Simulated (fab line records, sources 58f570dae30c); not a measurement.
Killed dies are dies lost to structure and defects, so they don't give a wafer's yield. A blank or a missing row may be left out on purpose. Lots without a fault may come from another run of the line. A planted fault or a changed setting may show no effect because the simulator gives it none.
Chamber matching | flow berkeley_cmos170 | UCB170_V1_CMP_02 on cmp-01: 4 sister chambers
The step polishes SiO2. 14 wafers are shown with their chamber, then 7 later ones without.

WAFERS WITH THEIR CHAMBER
wafer  | chamber | motor_current_A (A)
L614.1 | 1       | 17.0
L614.4 | 2       | 15.0
L614.5 | 1       | 17.2
L616.2 | 2       | 14.5
L616.4 | 3       | 16.3
L616.5 | 2       | 14.2
L615.1 | 2       | 14.7
L615.4 | 3       | 15.6
L615.6 | 1       | 15.9
L619.1 | 2       | 14.8
L619.3 | 1       | 16.1
L619.6 | 1       | 16.1
L630.1 | 3       | 15.8
L630.2 | 0       | 14.4

SIGNATURES (means of the wafers above)
reading         | chamber 0 | chamber 1 | chamber 2 | chamber 3 | scatter within a chamber
motor_current_A | 14.400    | 16.460    | 14.640    | 15.900    | 0.452
Rule: a wafer's distance from a chamber is the root of the sum, over the readings, of the square of ((its reading less the chamber's mean) divided by the reading's scatter). The wafer belongs to the nearest chamber; if the next one is less than 2 further off, it can't be placed. The scatter: the root of (the sum of the squares of (reading less its chamber's mean) over the shown wafers, divided by (wafers less chambers)).

WAFERS WITHOUT THEIR CHAMBER
wafer  | motor_current_A (A)
L630.3 | 15.6
L631.2 | 16.2
L631.4 | 15.2
L631.6 | 16.3
L633.1 | 16.5
L633.3 | 15.9
L633.5 | 14.6

WHICH CHAMBER EACH WENT THROUGH
wafer  | from the rows above               | in truth
L630.3 | can't be placed: 3 or 1 or 2 or 0 | 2
L631.2 | can't be placed: 1 or 3           | 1
L631.4 | can't be placed: 2 or 3 or 0 or 1 | 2
L631.6 | can't be placed: 1 or 3           | 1
L633.1 | can't be placed: 1 or 3           | 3
L633.3 | can't be placed: 3 or 1           | 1
L633.5 | can't be placed: 2 or 0           | 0
Placed correctly: 0 of 7. Can't be placed from these rows: 7 (the true chamber is among the candidates in 7). Placed wrongly: 0.
